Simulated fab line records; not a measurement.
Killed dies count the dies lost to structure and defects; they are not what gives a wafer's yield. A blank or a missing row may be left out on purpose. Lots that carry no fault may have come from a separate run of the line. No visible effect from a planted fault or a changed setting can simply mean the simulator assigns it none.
fab line records	flow berkeley_cmos170
[record] lots = 5	wafers = 15	last_day = 12
route steps=331 shown V1@263 M2@271
lots that met no fault: from a run of the same line without faults
start_h: hours from the record's first day to the start of the lot's first wafer shown	wait_h: how many hours have passed since the lot's step before this one	" repeats the value in the row above	L1.1+2: a row that stands for several wafers	- value missing, or start not given	* or withheld: withheld	< > ~ a bound
route shown NAME@n: names a module that has steps shown in the file, with the first one's number in the route	usual: the fault-free wafers' mean and standard deviation	same: alike in all rows	chamber/n: place in a boat	sites: readings site by site	_std_site: the standard deviation of these	_edge_site: mean of outer sites minus mean of inner sites	radius_mm: how far each site lies from the wafer's centre	mask NAME#n: copy n	behind: the tool/chamber that last shaped the wafer	hold: reason for holding the lot/hours on hold/outcome of the hold	device: the transistor (n, p or np) that didn't switch	end of line: tests of these same wafers at the route's end	where a step has no rows: the recipe by itself	killed: dies lost to structure and defects at the first sort, not the wafer's yield	map: shows each die of a wafer: x if killed, . if not, _ if none is there
set.NAME: the setting that was run; set.NAME@STEP: the one run at that earlier step	model.NAME: the simulator's own value behind a step, which no gauge read
certain route steps with their lots: each step a table, each wafer a row
services: when a tool's chamber went out of use (start_h, in hours from the record's first day, below 0 if earlier), for how many hours, and the reason
[[steps]]
[step UCB170_V1_EXPOSE_09]
[recipe] mask_id = VIA1	target_cd_nm = 700	na = 0.5	sigma_outer = 0.6	source_shape = conventional	dose_mj = 37
lot.wafer	tool	chamber	start_h	wait_h	mask
L077.1+4+6	krf_scanner-01	0	161.35	0.3	VIA1#0
L080.1+5+6	krf_scanner-01	0	179.12	0.1	VIA1#0
L081.2+4+5	krf_scanner-02	0	191.63	0.2	VIA1#0
L082.4+5+6	krf_scanner-02	0	206.13	0.2	VIA1#0
L097.2+4+6	krf_scanner-01	0	280.37	0.1	VIA1#0
[step UCB170_V1_PEB_10]
[recipe] peb_temp_c = 130	peb_time_s = withheld	resist = KrF
lot.wafer	tool	chamber	start_h	wait_h
L077.1+4+6	litho_track-01	0	161.46	0.1
L080.1+5+6	litho_track-03	0	179.23	0.1
L081.2+4+5	litho_track-03	0	191.75	0.1
L082.4+5+6	litho_track-04	0	206.30	0.1
L097.2+4+6	litho_track-03	0	280.65	0.3
[step UCB170_V1_DEVELOP_11]
[recipe] developer = TMAH	develop_time_s = 45	resist = KrF	dev_temp_c = 21
lot.wafer	tool	chamber	start_h	wait_h
L077.1+4+6	litho_track-01	0	-	-
L080.1+5+6	litho_track-03	0	-	-
L081.2+4+5	litho_track-03	0	-	-
L082.4+5+6	litho_track-04	0	-	-
L097.2+4+6	litho_track-03	0	-	-
[step UCB170_V1_CD_MEAS_12]
[recipe] target_cd_nm = 700
[usual] cd_nm = 699.7/1.2
lot.wafer	tool	chamber	start_h	wait_h	cd_nm
L077.1	cd_sem-01	-	161.74	-	699.9
L077.4	"	-	"	"	699.6
L077.6	"	-	"	"	701.3
L080.1	cd_sem-02	-	179.51	-	698.6
L080.5	"	-	"	"	699.7
L080.6	"	-	"	"	699.5
L081.2	cd_sem-02	-	192.02	-	700.5
L081.4	"	-	"	"	700.6
L081.5	"	-	"	"	700.4
L082.4	cd_sem-01	-	206.56	-	698.6
L082.5	"	-	"	"	699.3
L082.6	"	-	"	"	699.1
L097.2	cd_sem-02	-	280.92	-	699.0
L097.4	"	-	"	"	698.4
L097.6	"	-	"	"	697.6
[step UCB170_V1_OVL_MEAS_13]
[usual] V1_OVL = 1/5.2
lot.wafer	tool	chamber	start_h	wait_h	V1_OVL[nm]
L077.1	overlay-02	-	161.86	0.1	11
L077.4	"	-	"	"	-1
L077.6	"	-	"	"	2
L080.1	overlay-01	-	179.63	0.1	1
L080.5	"	-	"	"	-1
L080.6	"	-	"	"	-3
L081.2	overlay-02	-	192.13	0.1	6
L081.4	"	-	"	"	3
L081.5	"	-	"	"	-1
L082.4	overlay-02	-	206.63	0.1	2
L082.5	"	-	"	"	-5
L082.6	"	-	"	"	5
L097.2	overlay-02	-	281.03	0.1	-3
L097.4	"	-	"	"	-2
L097.6	"	-	"	"	-3
[step UCB170_V1_ETCH_14]
[recipe] chemistry = CHF3/CF4/Ar	target = SiO2	stop_on = Al	CHF3_flow_sccm = 45	cf4_flow_sccm = 15	Ar_flow_sccm = 150	pressure_mtorr = 200	rf_w = 700	target_depth_a = 12500	over_etch_frac = 0.25	time_s = 291
[usual] drypump_motor_current_A = 5.8/0.38	oes_product_au = 0.882/0.016	throttle_valve_pct = 7.00/0.12
lot.wafer	tool	chamber	start_h	wait_h	drypump_motor_current_A	oes_product_au	rf_hours_counter_h	throttle_valve_pct
L077.1	rie_diel-02	3	161.89	0.0	5.6	0.900	6	7.10
L077.4	"	0	"	"	5.4	0.890	16	7.13
L077.6	"	3	"	"	5.6	0.899	-	7.10
L080.1	rie_diel-04	1	179.66	0.0	6.2	0.910	120	7.12
L080.5	"	1	"	"	6.2	0.902	-	7.10
L080.6	"	2	"	"	5.9	0.871	-	6.79
L081.2	rie_diel-04	1	192.16	0.0	6.2	0.907	120	7.10
L081.4	"	2	"	"	5.9	0.869	82	6.80
L081.5	"	3	"	"	5.6	0.894	-	7.11
L082.4	rie_diel-02	3	206.65	0.0	5.6	0.901	7	7.10
L082.5	"	3	"	"	5.6	0.897	-	7.08
L082.6	"	2	"	"	5.1	0.872	-	6.95
L097.2	rie_diel-04	3	281.06	0.0	5.6	0.888	26	7.09
L097.4	"	0	"	"	5.4	0.868	5	6.92
L097.6	"	0	"	"	5.5	0.870	-	6.92
[step UCB170_V1_STRIP_15]
[recipe] chemistry = O2	power_w = 400	pressure_mtorr = 3500	platen_temp_c = withheld	o2_flow_sccm = 400	overash_fraction = 0.5
[usual] drypump_motor_current_A = 5.7/0.69	o2_flow_sccm = 400.1/1.1	oes_product_au = 0.722/0.0041	strip_time_to_endpoint_s = 15.33/0.14
lot.wafer	tool	chamber	start_h	wait_h	drypump_motor_current_A	o2_flow_sccm	oes_product_au	rf_hours_counter_h	strip_time_to_endpoint_s
L077.1	plasma_asher-04	1	162.07	0.1	6.0	400.7	0.718	48	15.33
L077.4	"	0	"	"	4.7	399.2	0.722	-	15.35
L077.6	"	0	"	"	4.8	401.3	0.722	-	15.42
L080.1	plasma_asher-03	0	179.84	0.1	6.5	399.1	0.723	34	15.34
L080.5	"	0	"	"	6.5	399.6	0.719	-	15.32
L080.6	"	1	"	"	5.0	399.3	0.723	-	15.44
L081.2	plasma_asher-03	0	192.33	0.1	6.5	400.4	0.725	35	15.25
L081.4	"	0	"	"	6.5	399.7	0.726	-	15.40
L081.5	"	1	"	"	5.0	400.4	0.723	-	15.06
L082.4	plasma_asher-04	1	206.86	0.1	6.0	401.4	0.721	-	15.40
L082.5	"	1	"	"	6.0	400.6	0.721	-	15.31
L082.6	"	0	"	"	4.7	400.0	0.716	-	15.56
L097.2	plasma_asher-04	0	281.24	0.1	4.8	401.3	0.721	61	14.97
L097.4	"	0	"	"	4.8	401.1	0.723	-	15.25
L097.6	"	0	"	"	4.7	401.3	0.722	-	15.27
[step UCB170_V1_CD_MEAS_90]
[recipe] target_cd_nm = 700
[usual] cd_nm = 699.7/1.5
lot.wafer	tool	chamber	start_h	wait_h	cd_nm
L077.1	cd_sem-02	-	162.17	0.1	700.4
L077.4	"	-	"	"	699.8
L077.6	"	-	"	"	701.1
L080.1	cd_sem-02	-	179.94	0.1	698.5
L080.5	"	-	"	"	699.9
L080.6	"	-	"	"	698.2
L081.2	cd_sem-01	-	192.45	0.1	700.9
L081.4	"	-	"	"	699.3
L081.5	"	-	"	"	700.9
L082.4	cd_sem-02	-	206.99	0.1	698.7
L082.5	"	-	"	"	699.1
L082.6	"	-	"	"	698.4
L097.2	cd_sem-01	-	281.36	0.1	700.1
L097.4	"	-	"	"	697.8
L097.6	"	-	"	"	696.8
[step UCB170_M2_PRE_CLEAN_00]
[recipe] gas = Ar	preclean_etch_time_s = 60
lot.wafer	tool	chamber	start_h	wait_h
L077.1+4+6	pvd_sputter-02	-	162.29	0.1
L080.1+5+6	pvd_sputter-04	-	180.06	0.1
L081.2+4+5	pvd_sputter-04	-	192.55	0.1
L082.4+5+6	pvd_sputter-04	-	207.05	0.0
L097.2+4+6	pvd_sputter-04	-	281.46	0.1
[step UCB170_M2_SPUTTER_01]
[recipe] material = Al	target_thk_nm = 900	time_s = 120	power_w = 6000	chamber_pressure_pa = 0.5
[usual] throttle_valve_pct = 30.3/1.2
lot.wafer	tool	chamber	start_h	wait_h	throttle_valve_pct
L077.1	pvd_sputter-02	-	162.36	0.0	29.6
L077.4	"	-	"	"	31.5
L077.6	"	-	"	"	29.9
L080.1	pvd_sputter-04	-	180.13	0.0	32.2
L080.5	"	-	"	"	32.6
L080.6	"	-	"	"	30.7
L081.2	pvd_sputter-04	-	192.62	0.0	30.3
L081.4	"	-	"	"	32.5
L081.5	"	-	"	"	30.3
L082.4	pvd_sputter-04	-	207.12	0.0	30.9
L082.5	"	-	"	"	30.3
L082.6	"	-	"	"	29.1
L097.2	pvd_sputter-04	-	281.52	0.0	29.1
L097.4	"	-	"	"	32.4
L097.6	"	-	"	"	32.6
[step UCB170_M2_RS_MEAS_02]
[recipe] thk_meas_gauge = four-point-probe	reads = Al_of_M2_SPUTTER_01
[usual] M2_AL_RS = 0.0322/0.00034
lot.wafer	tool	chamber	start_h	wait_h	M2_AL_RS[ohm/sq]
L077.1	film_metro-01	-	162.44	0.0	0.0321
L077.4	"	-	"	"	0.0317
L077.6	"	-	"	"	0.0318
L080.1	film_metro-01	-	180.21	0.0	0.0320
L080.5	"	-	"	"	0.0321
L080.6	"	-	"	"	0.0319
L081.2	film_metro-03	-	192.72	0.1	0.0320
L081.4	"	-	"	"	0.0320
L081.5	"	-	"	"	0.0321
L082.4	film_metro-01	-	207.26	0.1	0.0318
L082.5	"	-	"	"	0.0316
L082.6	"	-	"	"	0.0317
L097.2	film_metro-04	-	281.63	0.1	0.0321
L097.4	"	-	"	"	0.0321
L097.6	"	-	"	"	0.0320
[step UCB170_M2_THK_MEAS_03]
[recipe] thk_meas_gauge = xrf	reads = Al_of_M2_SPUTTER_01
[usual] M2_AL_THK = 896/10
lot.wafer	tool	chamber	start_h	wait_h	M2_AL_THK[nm]
L077.1	film_metro-01	-	162.56	0.1	887
L077.4	"	-	"	"	901
L077.6	"	-	"	"	890
L080.1	film_metro-01	-	180.33	0.1	895
L080.5	"	-	"	"	890
L080.6	"	-	"	"	897
L081.2	film_metro-03	-	192.83	0.1	901
L081.4	"	-	"	"	899
L081.5	"	-	"	"	902
L082.4	film_metro-01	-	207.35	0.1	903
L082.5	"	-	"	"	904
L082.6	"	-	"	"	900
L097.2	film_metro-04	-	281.74	0.1	896
L097.4	"	-	"	"	902
L097.6	"	-	"	"	904
[step UCB170_M2_HMDS_04]
[recipe] prime_time_s = 60	prime_temp_c = 100
lot.wafer	tool	chamber	start_h	wait_h
L077.1+4+6	litho_track-02	0	162.62	0.1
L080.1+5+6	litho_track-01	0	180.39	0.1
L081.2+4+5	litho_track-03	0	192.91	0.1
L082.4+5+6	litho_track-02	0	207.63	0.3
L097.2+4+6	litho_track-01	0	282.15	0.4
[step UCB170_M2_COAT_05]
[recipe] resist = KrF	spin_rpm = 1500	resist_thk_nm = 900
lot.wafer	tool	chamber	start_h	wait_h
L077.1+4+6	litho_track-02	0	162.77	0.1
L080.1+5+6	litho_track-01	0	180.54	0.1
L081.2+4+5	litho_track-03	0	193.06	0.1
L082.4+5+6	litho_track-02	0	207.78	0.1
L097.2+4+6	litho_track-01	0	282.30	0.1
[step UCB170_M2_SOFTBAKE_06]
[recipe] resist = KrF	temp_c = 130	time_s = 60
lot.wafer	tool	chamber	start_h	wait_h
L077.1+4+6	litho_track-02	0	162.92	0.1
L080.1+5+6	litho_track-01	0	180.69	0.1
L081.2+4+5	litho_track-03	0	193.21	0.1
L082.4+5+6	litho_track-02	0	207.93	0.1
L097.2+4+6	litho_track-01	0	282.45	0.1
[step UCB170_M2_STRIP_07]
[recipe] chemistry = O2	power_w = 400	pressure_mtorr = 3500	platen_temp_c = withheld	o2_flow_sccm = 400	overash_fraction = 0.5
[usual] drypump_motor_current_A = 5.5/0.58	o2_flow_sccm = 399.9/1.2	oes_product_au = 0.734/0.0051	strip_time_to_endpoint_s = 22.01/0.057
lot.wafer	tool	chamber	start_h	wait_h	drypump_motor_current_A	o2_flow_sccm	oes_product_au	rf_hours_counter_h	strip_time_to_endpoint_s
L077.1	plasma_asher-01	1	163.07	0.1	5.5	399.0	0.729	50	22.05
L077.4	"	0	"	"	5.1	398.6	0.728	-	22.07
L077.6	"	0	"	"	5.1	397.6	0.739	-	22.03
L080.1	plasma_asher-01	0	180.84	0.1	5.1	398.8	0.731	51	21.96
L080.5	"	1	"	"	5.5	400.8	0.730	-	22.08
L080.6	"	0	"	"	5.1	399.7	0.738	-	22.01
L081.2	plasma_asher-03	0	193.33	0.1	6.5	398.3	0.726	35	21.87
L081.4	"	0	"	"	6.5	397.0	0.739	-	21.99
L081.5	"	1	"	"	5.0	401.0	0.726	-	21.97
L082.4	plasma_asher-01	0	208.04	0.1	5.1	399.1	0.736	-	22.04
L082.5	"	0	"	"	5.1	398.4	0.734	-	22.03
L082.6	"	1	"	"	5.5	399.8	0.732	-	21.96
L097.2	plasma_asher-01	0	282.57	0.1	5.1	399.9	0.735	62	22.02
L097.4	"	1	"	"	5.5	399.8	0.735	-	22.00
L097.6	"	0	"	"	5.1	398.0	0.733	-	22.01
[step UCB170_M2_STRIP_08]
[recipe] chemistry = DMSO	temp_c = 80	time_s = 600	material = KrF
[usual] bath_heat_duty_pct = 17.8/1.1
lot.wafer	tool	chamber	start_h	wait_h	bath_heat_duty_pct
L077.1	wet_bench-04	0	163.17	0.1	17.8
L077.4	"	0	"	"	18.9
L077.6	"	0	"	"	19.1
L080.1	wet_bench-03	3	180.94	0.1	18.4
L080.5	"	3	"	"	18.0
L080.6	"	3	"	"	17.2
L081.2	wet_bench-04	0	193.43	0.1	17.3
L081.4	"	0	"	"	16.7
L081.5	"	0	"	"	17.8
L082.4	wet_bench-04	0	208.10	0.0	17.9
L082.5	"	0	"	"	18.1
L082.6	"	0	"	"	18.4
L097.2	wet_bench-02	0	282.67	0.1	19.0
L097.4	"	0	"	"	19.9
L097.6	"	0	"	"	17.8
[step UCB170_M2_COAT_09]
[recipe] resist = BARC	temp_c = withheld	time_s = withheld	spin_rpm = 3000	resist_thk_nm = withheld
lot.wafer	tool	chamber	start_h	wait_h
L077.1+4+6	litho_track-02	0	163.36	0.0
L080.1+5+6	litho_track-01	0	181.13	0.0
L081.2+4+5	litho_track-02	0	193.80	0.2
L082.4+5+6	litho_track-01	0	208.35	0.1
L097.2+4+6	litho_track-01	0	282.90	0.0
[step UCB170_M2_COAT_10]
[recipe] resist = KrF	spin_rpm = 1500	resist_thk_nm = 900
lot.wafer	tool	chamber	start_h	wait_h
L077.1+4+6	litho_track-02	0	-	-
L080.1+5+6	litho_track-01	0	-	-
L081.2+4+5	litho_track-02	0	-	-
L082.4+5+6	litho_track-01	0	-	-
L097.2+4+6	litho_track-01	0	-	-
[step UCB170_M2_SOFTBAKE_11]
[recipe] resist = KrF	temp_c = 130	time_s = 60
lot.wafer	tool	chamber	start_h	wait_h
L077.1+4+6	litho_track-02	0	-	-
L080.1+5+6	litho_track-01	0	-	-
L081.2+4+5	litho_track-02	0	-	-
L082.4+5+6	litho_track-01	0	-	-
L097.2+4+6	litho_track-01	0	-	-
[step UCB170_M2_EXPOSE_12]
[recipe] mask_id = METAL2	target_cd_nm = 700	na = 0.5	sigma_outer = 0.6	source_shape = conventional	dose_mj = 26
lot.wafer	tool	chamber	start_h	wait_h	mask
L077.1+4+6	krf_scanner-02	0	163.81	-	METAL2#0
L080.1+5+6	krf_scanner-01	0	181.58	-	METAL2#0
L081.2+4+5	krf_scanner-01	0	194.25	-	METAL2#0
L082.4+5+6	krf_scanner-01	0	208.79	-	METAL2#0
L097.2+4+6	krf_scanner-01	0	283.60	-	METAL2#0
[step UCB170_M2_PEB_13]
[recipe] peb_temp_c = 130	peb_time_s = withheld	resist = KrF
lot.wafer	tool	chamber	start_h	wait_h
L077.1+4+6	litho_track-01	0	163.93	0.1
L080.1+5+6	litho_track-01	0	181.70	0.1
L081.2+4+5	litho_track-01	0	194.46	0.2
L082.4+5+6	litho_track-01	0	208.92	0.1
L097.2+4+6	litho_track-01	0	283.72	0.1
[step UCB170_M2_DEVELOP_14]
[recipe] developer = TMAH	develop_time_s = 45	resist = KrF	dev_temp_c = 21
lot.wafer	tool	chamber	start_h	wait_h
L077.1+4+6	litho_track-01	0	-	-
L080.1+5+6	litho_track-01	0	-	-
L081.2+4+5	litho_track-01	0	-	-
L082.4+5+6	litho_track-01	0	-	-
L097.2+4+6	litho_track-01	0	-	-
[step UCB170_M2_CD_MEAS_15]
[recipe] target_cd_nm = 700
[usual] cd_nm = 700.4/1.5
lot.wafer	tool	chamber	start_h	wait_h	cd_nm
L077.1	cd_sem-01	-	164.21	-	700.1
L077.4	"	-	"	"	699.2
L077.6	"	-	"	"	699.5
L080.1	cd_sem-02	-	181.98	-	703.4
L080.5	"	-	"	"	703.4
L080.6	"	-	"	"	703.8
L081.2	cd_sem-01	-	194.73	-	699.6
L081.4	"	-	"	"	700.0
L081.5	"	-	"	"	700.4
L082.4	cd_sem-02	-	209.18	-	700.9
L082.5	"	-	"	"	701.5
L082.6	"	-	"	"	701.4
L097.2	cd_sem-02	-	283.99	-	701.1
L097.4	"	-	"	"	700.8
L097.6	"	-	"	"	702.4
[step UCB170_M2_OVL_MEAS_16]
[usual] M2_OVL = 0/6.4
lot.wafer	tool	chamber	start_h	wait_h	M2_OVL[nm]
L077.1	overlay-01	-	164.33	0.1	-8
L077.4	"	-	"	"	2
L077.6	"	-	"	"	3
L080.1	overlay-02	-	182.10	0.1	2
L080.5	"	-	"	"	3
L080.6	"	-	"	"	-8
L081.2	overlay-01	-	194.84	0.1	8
L081.4	"	-	"	"	6
L081.5	"	-	"	"	8
L082.4	overlay-01	-	209.26	0.1	1
L082.5	"	-	"	"	-10
L082.6	"	-	"	"	1
L097.2	overlay-02	-	284.10	0.1	7
L097.4	"	-	"	"	4
L097.6	"	-	"	"	-3
[[services]]
tool	chamber	start_h	hours	kind
wet_bench-03	-	143.85	1.9	pm
plasma_asher-04	-	150.88	0.5	repair
rie_diel-04	0	161.07	-	clean
rie_diel-04	0	161.07	14.6	scheduled_down
rie_diel-04	0	161.07	14.6	vent_cycle
krf_scanner-01	-	167.76	1.0	pm
rie_diel-02	0	167.86	4.2	repair
krf_scanner-02	-	173.65	1.3	pm
krf_scanner-02	0	182.78	-	calibration
rie_diel-02	2	185.89	5.7	repair
rie_diel-04	-	188.90	2.1	repair
krf_scanner-01	-	191.54	1.3	pm
krf_scanner-02	-	193.81	4.4	pm
krf_scanner-01	-	198.90	3.6	pm
rie_diel-02	-	200.88	0.9	repair
rie_diel-04	2	205.60	7.1	repair
krf_scanner-02	-	221.21	3.3	repair
krf_scanner-01	0	250.92	-	calibration
krf_scanner-02	-	257.33	0.8	pm
rie_diel-04	0	262.01	8.3	repair
rie_diel-04	3	263.32	9.2	repair
krf_scanner-01	-	266.55	0.8	pm
rie_diel-04	1	271.20	6.3	repair
wet_bench-03	-	275.45	2.6	repair
[[key]]
fault none
